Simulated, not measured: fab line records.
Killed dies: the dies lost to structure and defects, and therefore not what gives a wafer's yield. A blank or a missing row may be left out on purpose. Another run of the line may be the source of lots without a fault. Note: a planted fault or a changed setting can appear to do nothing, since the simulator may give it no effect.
Comparing a struck lot with a sound one || flow berkeley_cmos170 || 17 out of 331 route steps
Sound: the wafers L594.1, L594.4, L594.5. Struck: wafers L585.1, L585.4, L585.5. At the end, the cause is stated.
Per side, at each step with rows, come the tool, then ch with its chambers, and then its first start. Under that, the readings that differ: sound wafers || struck wafers || difference of the means || sigmas: that difference in standard deviations of wafers without a fault.
alike: a reading whose means differ by less than 2 such deviations, as well as words and numbers matching on both sides. not compared: withheld readings; readings where some wafer has no value; bounds like >300 that might hide an equal value; numbers whose values overlap and for which the record gives no deviation.
Wherever a step has rows on one side only, a row that says differs or no value, or a row with sigmas, the two part there. Non-overlapping numbers with no deviation appear without sigmas and do not part them. Lack of a reading on every wafer of one side parts them only where that side has two or more wafers.

UCB170_PWELL_THK_MEAS_03:
  sound on film_metro-04, day 6 01:21; struck on film_metro-04, day 3 22:18
{"reading": "PWELL_OXIDE_THK (nm)", "sound": "27.2 27.5 27.5", "struck": "26.2 26.3 26.2", "difference": -1.2, "sigmas": -2}
then, 2 steps without rows for these wafers: UCB170_PWELL_ANNEAL_04 (time 900 s); UCB170_PWELL_CVD_05 (deposits Si3N4 from SiH2Cl2/NH3, target thk 220 nm, time 3300 s).
UCB170_PWELL_THK_MEAS_06:
  sound on film_metro-03, day 6 07:12; struck on film_metro-04, day 4 04:31
  alike: PWELL_NITRIDE_THK
then, 6 steps without rows for these wafers: UCB170_PWELL_HMDS_07 (prime time 60 s); UCB170_PWELL_COAT_08 (resist thk 900 nm); UCB170_PWELL_SOFTBAKE_09 (time 60 s); UCB170_PWELL_EXPOSE_10 (exposes mask PWELL, target cd 3000 nm); UCB170_PWELL_PEB_11; UCB170_PWELL_DEVELOP_12 (develop time 45 s).
UCB170_PWELL_OVL_MEAS_13:
  sound on overlay-01, day 6 08:20; struck on overlay-02, day 4 05:38
{"reading": "PWELL_OVL (nm)", "sound": "0 10 8", "struck": "-10 -3 -5", "difference": -12, "sigmas": -2}
UCB170_PWELL_ETCH_14: etches Si3N4 in CH3F/Ar/O2, stops on SiO2, target depth 242 nm, time 151 s.
  sound on rie_diel-03 ch 0,1,3, day 6 08:22; struck on rie_diel-04 ch 0,1,2, day 4 05:40
  alike: CH3F_flow_sccm, chamber_pressure_mTorr, drypump_motor_current_A, oes_product_au, throttle_valve_pct
  not compared: rf_hours_counter_h
UCB170_PWELL_IMPLANT_15:
  sound on implanter-02 ch 0, day 6 08:28; struck on implanter-04 ch 0, day 4 05:46
{"reading": "dose_ions_cm2", "sound": "4.998e+12 4.996e+12 5e+12", "struck": "2.75e+12 2.751e+12 2.746e+12", "difference": -2.25e+12, "sigmas": "-99 or more"}
{"reading": "faraday_current_uA", "sound": "15.2 16.0 15.5", "struck": "8.8 8.8 9.2", "difference": -6.6, "sigmas": -21}
UCB170_PWELL_STRIP_16: strips in O2.
  sound on plasma_asher-02 ch 0,1, day 6 08:37; struck on plasma_asher-02 ch 0,1, day 4 05:55
{"reading": "strip_time_to_endpoint_s (s)", "sound": "18.18 18.09 18.06", "struck": "17.94 17.83 18.03", "difference": -0.18, "sigmas": -2}
  alike: chamber_pressure_mTorr, drypump_motor_current_A, oes_product_au
  not compared: rf_hours_counter_h
UCB170_PWELL_TW_MEAS_17:
  sound on film_metro-04, day 6 08:43; struck on film_metro-04, day 4 06:01
{"reading": "PWELL_TW", "sound": "388 388 385", "struck": "327 326 325", "difference": -61, "sigmas": -16}
then, 1 step without rows for these wafers: UCB170_PWELL_CLEAN_18 (cleans in SPM, time 600 s).
UCB170_M3_PROBE_99:
  the record has rows for the sound wafers here (prober-02, day 11 14:37) and none for the struck ones

## WHERE THEY PART
Last at UCB170_M3_PROBE_99 as far as this record goes, first at UCB170_PWELL_THK_MEAS_03.

WHY: what had been put in by the simulator
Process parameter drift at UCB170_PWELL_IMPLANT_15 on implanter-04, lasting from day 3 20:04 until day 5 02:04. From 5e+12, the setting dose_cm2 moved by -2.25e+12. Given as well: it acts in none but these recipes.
